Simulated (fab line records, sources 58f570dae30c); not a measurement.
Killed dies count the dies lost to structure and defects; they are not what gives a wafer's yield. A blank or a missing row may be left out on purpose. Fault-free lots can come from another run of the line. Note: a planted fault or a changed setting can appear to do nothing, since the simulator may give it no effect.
One fault through the eyes of 2 desks ; flow berkeley_cmos170 ; what lay behind the numbers comes last; until then each desk has only its own

== METROLOGY DESK ==
What the gauges read, lot by lot, whatever tool the lot ran on: means of the sampled wafers that have a number. The brackets show how far a lot's mean lies from the usual mean; more than 4 standard deviations puts the lot out of limits, marked OUT.
Columns: A = FIELD_OXIDE_LEFT_2_THK at UCB170_FIELD_THK_MEAS_91, usual 358 nm; B = GATE_OXIDE_THK at UCB170_GATE_THK_MEAS_02, usual 6.52 nm; C = PLDD_TW at UCB170_PLDD_TW_MEAS_11, usual 1017; D = PLDD_RS at UCB170_SDANNEAL_RS_MEAS_04, usual 1032.3 ohm/sq
lot;first seen here;A;B;C;D
L301;day 5 18:52;356;6.51;1020;1029.9
L300;day 5 19:07;348;6.63;1012;1031.4
L302;day 5 19:22;358;6.60;1020;1034.9
L306;day 6 19:44;350;6.72;1018;1032.1
L304;day 6 19:52;356;6.56;1042 (+4.8) OUT;971.9 (-23) OUT
L307;day 7 05:47;347;6.45;1038 (+4.1) OUT;972.3 (-23) OUT
L309;day 7 21:59;358;6.51;1008;1034.6
L312;day 8 10:04;365;6.45;1021;1031.7
L314;day 8 20:18;362;6.43;1011;1031.7
L313;day 8 20:25;370;6.32;1010;1030.8
L317;day 9 04:31;356;6.72;1023;1031.6
L319;day 9 19:03;344;6.24;1026;1031.1
L320;day 10 04:26;355;6.63;1029;1030.6
L322;day 10 10:05;357;6.47;1020;1031.7
This desk's result: L304, L307 out of limits, first on L304 (PLDD_TW at UCB170_PLDD_TW_MEAS_11), day 7 13:31. In limits: L301, L300, L302, L306, L309, L312, L314, L313, L317, L319, L320, L322.

== TOOL OWNER'S DESK, implanter-01 ==
For each lot that ran on this tool, the mean over its sampled wafers that have a number, from the tool's own readings at UCB170_PLDD_IMPLANT_08. The brackets show how far a lot's mean lies from the usual mean; more than 4 standard deviations puts the lot out of limits, marked OUT.
Columns: A = dose_ions_cm2 at UCB170_PLDD_IMPLANT_08, usual 4.999e+13; B = faraday_current_uA at UCB170_PLDD_IMPLANT_08, usual 156
lot;first seen here;A;B
L301;day 6 09:29;4.995e+13;157
L302;day 6 09:50;4.997e+13;159
L304;day 7 13:07;5.804e+13 (+99 or more) OUT;188 (+7.7) OUT
L307;day 7 22:53;5.800e+13 (+99 or more) OUT;186 (+7.1) OUT
L320;day 10 17:30;4.994e+13;159
L322;day 11 01:58;4.996e+13;160
This desk's finding: out of limits on L304, L307; first on L304, day 7 13:07 (dose_ions_cm2 at UCB170_PLDD_IMPLANT_08). In limits: L301, L302, L320, L322.

== PUT TOGETHER ==
At day 7 13:07, on L304, L307, the tool owner's desk was in a position to raise an alarm.
On L304, L307, the metrology desk was in a position to raise an alarm at day 7 13:31.
Of the lots named, all ran UCB170_PLDD_IMPLANT_08 on implanter-01.

== WHAT THE SIMULATOR HAD INSERTED ==
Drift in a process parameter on implanter-01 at UCB170_PLDD_IMPLANT_08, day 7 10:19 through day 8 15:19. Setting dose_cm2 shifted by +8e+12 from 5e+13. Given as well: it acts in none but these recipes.
Shown lots that were struck: L304, L307.
Hours from the fault's start to each desk's first reading out of limits: the tool owner's desk, 3; the metrology desk, 3.
